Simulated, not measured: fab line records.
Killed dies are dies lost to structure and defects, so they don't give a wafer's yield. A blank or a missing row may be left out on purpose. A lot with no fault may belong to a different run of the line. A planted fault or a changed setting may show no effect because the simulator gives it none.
A lot that was struck, set against a sound lot | flow rit_cmos | 14 out of 202 route steps
Sound: wafers L603.2, L603.3, L603.5. Wafers L617.2, L617.3, L617.4 were the ones struck. At the end, the cause is stated.
Per side, at each step with rows, come the tool, then ch with its chambers, and then its first start. Under that, the readings that differ: sound wafers | struck wafers | difference of the means | sigmas: that difference in standard deviations of wafers without a fault.
alike: same words and numbers on both sides, and readings whose means sit less than 2 such deviations apart. not compared: any withheld reading, any reading some wafer has no value for, any bound like >300 that may hide the same value, and any number with overlapping values for which the record gives no deviation.
A row with sigmas, a row that says differs or no value, or rows on one side alone: a step with any of these is where the two part. Numbers that don't overlap but have no deviation are shown without sigmas and don't part them. Lack of a reading on every wafer of one side parts them only where that side has two or more wafers.

first, 1 step without rows for these wafers: RIT_SILICIDE_WET_ETCH_00 (etches SiO2 in BOE, target depth 14 nm, time 15 s).
RIT_SILICIDE_SPUTTER_01: material Ti, target thk 30 nm, time 240 s.
  sound: pvd_sputter-04 at day 4 07:53; struck: pvd_sputter-04 at day 7 15:19
  alike: throttle_valve_pct
RIT_SILICIDE_RS_MEAS_02: the measuring method here is four-point-probe.
  sound: film_metro-02 at day 4 08:03; struck: film_metro-02 at day 7 15:29
  reading                 | sound          | struck         | difference | sigmas
  SILICIDE_TI_RS (ohm/sq) | 49.9 49.0 49.5 | 47.7 47.2 47.9 | -1.9       | -2
RIT_SILICIDE_THK_MEAS_03: measures by xrf.
  sound: film_metro-02 at day 4 08:10; struck: film_metro-02 at day 7 15:36
  reading              | sound          | struck         | difference | sigmas
  SILICIDE_TI_THK (nm) | 29.6 30.1 29.8 | 30.6 30.9 30.5 | +0.8       | +2
RIT_SILICIDE_RTA_04: time 10 s, ramp up 5 s, ramp down 5 s.
  sound on rtp_anneal-01 ch 0, day 4 08:13; struck on rtp_anneal-02 ch 0, day 7 15:40
  alike: wafer_temp_C_max
then, 1 step without rows for these wafers: RIT_SILICIDE_WET_ETCH_05 (etches Ti in SPM, time 120 s).
RIT_SILICIDE_RTA_06: time 10 s, ramp up 5 s, ramp down 10 s.
  sound on rtp_anneal-02 ch 0, day 4 08:20; struck on rtp_anneal-01 ch 0, day 7 15:46
  reading          | sound             | struck            | difference | sigmas
  wafer_temp_C_max | 752.0 752.5 752.7 | 755.1 753.8 754.8 | +2.2       | +2
RIT_CONTACT_CVD_00: deposits SiO2 from TEOS, target thk 400 nm, time 61 s.
  sound on pecvd-04 ch 1,2, day 4 08:23; struck on pecvd-01 ch 1,2, day 7 15:49
  alike: heater_power_w, rf_fwd_power_W
  not compared: since_wet_clean_h
RIT_CONTACT_THK_MEAS_01:
  sound: film_metro-01 at day 4 08:27; struck: film_metro-01 at day 7 15:53
  alike: CONTACT_TEOS_THK
then, 3 steps without rows for these wafers: RIT_CONTACT_HMDS_02 (prime time 60 s); RIT_CONTACT_COAT_03 (resist thk 1000 nm); RIT_CONTACT_SOFTBAKE_04 (time 60 s).
RIT_CONTACT_EXPOSE_05: exposes mask M11, target cd 1000 nm.
  struck on iline_stepper-02, day 7 16:24; sound on iline_stepper-01 ch 0, day 4 08:58
  no value came back on the struck wafers for exposure_dose_mJ_cm2, focus_offset_nm (nm), sigma_outer; on the sound wafers exposure_dose_mJ_cm2 reads 247.59 247.52 247.01
  alike: mask
next, for these wafers, 1 step has no rows: RIT_CONTACT_PEB_06.

## WHERE THEY PART
Earliest at RIT_SILICIDE_RS_MEAS_02; latest, in this record, at RIT_CONTACT_EXPOSE_05.

WHY: what the simulator had put in
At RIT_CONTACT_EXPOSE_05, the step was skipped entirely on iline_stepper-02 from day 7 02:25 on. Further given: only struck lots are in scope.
